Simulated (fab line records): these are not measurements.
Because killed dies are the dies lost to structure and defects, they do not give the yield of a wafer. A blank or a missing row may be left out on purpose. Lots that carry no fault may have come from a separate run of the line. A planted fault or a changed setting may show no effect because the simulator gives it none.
Which of the tools did it? | flow rit cmos | 42 wafers from 14 lots sampled at 2 of the route's 202 steps

## WHAT THE GAUGES SHOWED, per wafer
No reading from a measuring or inspecting step in the record can be judged against a usual standard deviation.

## EACH LOT AND THE TOOL THAT RAN IT (in order: tool; ch and the chambers of the sampled wafers; start)
lot  | RIT_CONTACT_CVD_00             | RIT_M1_PROBE_99
L195 | pecvd-02 ch 0,1,2, day 3 17:27 | -
L196 | pecvd-01 ch 0,1, day 3 20:10   | -
L197 | pecvd-03 ch 1,2, day 3 20:38   | -
L198 | pecvd-02 ch 0,1,2, day 4 01:17 | -
L199 | pecvd-01 ch 0,1,2, day 4 08:52 | -
L200 | pecvd-03 ch 0,1, day 4 09:23   | -
L204 | pecvd-03 ch 0,1, day 5 02:37   | -
L209 | pecvd-03 ch 0,1,2, day 6 08:33 | prober-02, day 6 15:18
L211 | pecvd-01 ch 2, day 6 20:01     | -
L212 | pecvd-03 ch 0,1, day 6 22:31   | prober-01, day 7 05:13
L213 | pecvd-02 ch 0,1, day 7 05:51   | -
L214 | pecvd-01 ch 0,2, day 7 06:52   | -
L216 | pecvd-02 ch 0,1,2, day 7 17:24 | -
L217 | pecvd-01 ch 0,1,2, day 7 22:02 | -
- RIT_CONTACT_CVD_00: deposits SiO2 from TEOS, target thk 400 nm, time 61 s.
- RIT_M1_PROBE_99

## WHAT THE TOOLS THEMSELVES READ (means of the sampled wafers that have a number; where no wafer has one, the mark that the record gives instead)
RIT_CONTACT_CVD_00. Usual: heater power w 313 W, standard deviation 50.
lot  | tool     | heater power w (W) | flag
L195 | pecvd-02 | 298                |
L196 | pecvd-01 | 276                |
L197 | pecvd-03 | 311                |
L198 | pecvd-02 | 314                |
L199 | pecvd-01 | 321                |
L200 | pecvd-03 | 291                |
L204 | pecvd-03 | 246                |
L209 | pecvd-03 | 301                |
L211 | pecvd-01 | 378                |
L212 | pecvd-03 | 262                |
L213 | pecvd-02 | 309                |
L214 | pecvd-01 | 320                |
L216 | pecvd-02 | 310                |
L217 | pecvd-01 | 347                |

RIT_M1_PROBE_99. Usual: killed at contacts 0.1, standard deviation 0.23; killed at front end 6.6, standard deviation 2.8; killed dies 6.6, standard deviation 2.8; killed open 3.3, standard deviation 2; killed short 3.2, standard deviation 1.7.
lot  | tool      | killed at contacts | killed at front end | killed dies | killed open | killed short | flag
L209 | prober-02 | 14.7               | 6.7                 | 21.3        | 4.0         | 3.0          | OFF
L212 | prober-01 | 23.3               | 3.3                 | 26.7        | 2.0         | 1.7          | OFF

## THE ANSWER, worked out from the rows above alone
Rule: take the mean of a lot's wafers that have a number; if it is more than 3 standard deviations from the usual mean, the lot is off. A lot without any number at a reading at which 4 lots or more have one is off too. Where the step has rows for the other lots, those lots are counted as sound. The gauges are gone through in route order, then the tools' own readings, and for those a lot's mean is taken as printed above. The first step at which some lot is off is used, and at that step the reading that is off furthest; a lot without a number counts as furthest.
Off: L209, L212, at RIT_M1_PROBE_99 (killed at contacts). Neither off nor sound, because the step has no rows for them: L195, L196, L197, L198, L199, L200, L204, L211, L213, L214, L216, L217.
A tool fits if, at that step or a process step before it, it ran every lot that is off, and no sound lot after the first of them. One fits: RIT_CONTACT_CVD_00 on pecvd-03. It ran no sound lot before its first lot that is off in this sample, so the start can't be narrowed down.

## WHAT THE SIMULATOR HAD INSERTED
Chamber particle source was pecvd-03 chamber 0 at RIT_CONTACT_CVD_00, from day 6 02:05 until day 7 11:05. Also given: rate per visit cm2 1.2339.
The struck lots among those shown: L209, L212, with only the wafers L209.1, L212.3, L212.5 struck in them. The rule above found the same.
